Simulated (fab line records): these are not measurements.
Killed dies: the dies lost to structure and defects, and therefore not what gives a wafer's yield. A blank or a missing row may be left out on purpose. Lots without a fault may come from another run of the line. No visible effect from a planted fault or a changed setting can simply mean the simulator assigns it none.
Which tool did it? ; flow rit_cmos ; 39 wafers from 13 lots sampled at 3 of the route's 202 steps

== WHAT THE GAUGES READ, wafer by wafer ==
RIT_NSD_TW_MEAS_10. Usual: NSD_TW typically reads 3118, with standard deviation 44.
lot;measured;on;NSD_TW;flag
L454;day 3 05:05;film_metro-03;3081 3067 3075;
L455;day 3 07:07;film_metro-04;3089 3084 3067;
L456;day 3 15:30;film_metro-04;3079 3097 3084;
L457;day 3 17:03;film_metro-02;3172 3168 3160;
L458;day 3 23:40;film_metro-02;3156 3145 3155;
L459;day 4 01:42;film_metro-03;3080 3088 3090;
L462;day 4 16:14;film_metro-02;2903 2900 2907;OFF
L464;day 5 01:48;film_metro-02;2896 2877 2902;OFF
L468;day 5 21:36;film_metro-03;3075 3106 3086;
L472;day 6 17:26;film_metro-02;3203 3173 3193;
L473;day 6 22:56;film_metro-03;3099 3075 3073;
L475;day 7 08:35;film_metro-03;3083 3073 3089;
L477;day 7 17:40;film_metro-03;3099 3079 3106;

RIT_SDANNEAL_RS_MEAS_05: uses a four-point probe to measure. Usual: NSD_RS typically reads 84.49 ohm/sq, with standard deviation 0.29.
lot;measured;on;NSD_RS (ohm/sq);flag
L454;day 3 07:19;film_metro-02;84.53 84.54 84.37;
L455;day 3 09:10;film_metro-02;84.96 84.66 84.59;
L456;day 3 17:33;film_metro-02;84.52 84.01 84.67;
L457;day 3 19:13;film_metro-04;84.30 84.40 84.09;
L458;day 4 01:50;film_metro-04;84.97 84.70 84.83;
L459;day 4 03:53;film_metro-04;85.18 84.81 85.06;
L462;day 4 18:16;film_metro-03;87.90 87.73 87.52;OFF
L464;day 5 03:58;film_metro-03;86.97 87.41 86.87;OFF
L468;day 6 00:04;film_metro-02;84.62 84.76 84.63;
L472;day 6 19:35;film_metro-04;84.66 84.88 84.66;
L473;day 7 01:15;film_metro-03;84.28 84.05 84.30;
L475;day 7 10:37;film_metro-02;84.30 84.20 84.15;
L477;day 7 19:44;film_metro-03;84.55 84.35 84.25;

== WHAT TOOL EACH LOT RAN ON (gives the tool, then ch and the chambers of the sampled wafers, and finally the start) ==
lot;RIT_NSD_IMPLANT_08
L454;implanter-03 ch 0, day 3 04:47
L455;implanter-02 ch 0, day 3 06:49
L456;implanter-03 ch 0, day 3 15:11
L457;implanter-02 ch 0, day 3 16:45
L458;implanter-02 ch 0, day 3 23:21
L459;implanter-03 ch 0, day 4 01:25
L462;implanter-03 ch 0, day 4 15:54
L464;implanter-03 ch 0, day 5 01:29
L468;implanter-02 ch 0, day 5 21:17
L472;implanter-04 ch 0, day 6 17:06
L473;implanter-02 ch 0, day 6 22:38
L475;implanter-04 ch 0, day 7 08:16
L477;implanter-02 ch 0, day 7 17:20
- RIT_NSD_IMPLANT_08

== AS READ BY THE TOOLS THEMSELVES (means over the sampled wafers that have a number; for cases with no such wafer, the mark the record gives instead) ==
RIT_NSD_IMPLANT_08. Usual: beam_energy_keV 25.000, standard deviation 0.0077; beam_on_s 10.01 s, standard deviation 0.22.
lot;tool;beam_energy_keV;beam_on_s (s);flag
L454;implanter-03;25.000;10.22;
L455;implanter-02;24.995;10.01;
L456;implanter-03;24.998;9.99;
L457;implanter-02;25.007;9.83;
L458;implanter-02;25.000;9.96;
L459;implanter-03;25.010;9.83;
L462;implanter-03;17.499;9.85;OFF
L464;implanter-03;17.511;9.80;OFF
L468;implanter-02;25.002;10.00;
L472;implanter-04;25.002;10.09;
L473;implanter-02;25.003;9.95;
L475;implanter-04;24.988;9.88;
L477;implanter-02;24.999;9.66;

== THE ANSWER, worked out from the rows above alone ==
Rule: a lot is off if the mean of its wafers that have a number lies more than 3 standard deviations from the usual mean. A lot without any number at a reading at which 4 lots or more have one is off too. The other lots that the step has rows for count as sound. Order of review: gauges by route order, followed by the tools' own readings, for which a lot's mean as printed above is used. At the first step where some lot is off, the reading lying furthest off is the one used; lots without a number count as furthest.
Off: L462, L464, seen at RIT_NSD_TW_MEAS_10 (NSD_TW).
If a tool, at a process step before that reading, ran all the lots that are off and no sound lot after the first of them, it fits. Not tried: the gauges at RIT_NSD_TW_MEAS_10; whatever is off there is also off at RIT_SDANNEAL_RS_MEAS_05, on other tools, and gauge error can't account for it. One fits: RIT_NSD_IMPLANT_08 on implanter-03. Its last sound lot is L459 (day 4 01:25), its first lot that is off L462 (day 4 15:54): a fault that began between those two fits.
The tool's own readings at RIT_NSD_IMPLANT_08 bear it out: on the lots that are off they differ by more than 5 times the standard deviation of the sound lots' means. beam_energy_keV reads 17.505 there against 25.000 on the sound lots.

== WHAT THE SIMULATOR HAD PUT IN ==
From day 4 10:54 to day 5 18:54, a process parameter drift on implanter-03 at RIT_NSD_IMPLANT_08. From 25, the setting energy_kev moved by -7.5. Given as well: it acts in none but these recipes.
Shown lots that were struck: L462, L464. The rule above reached the same finding.
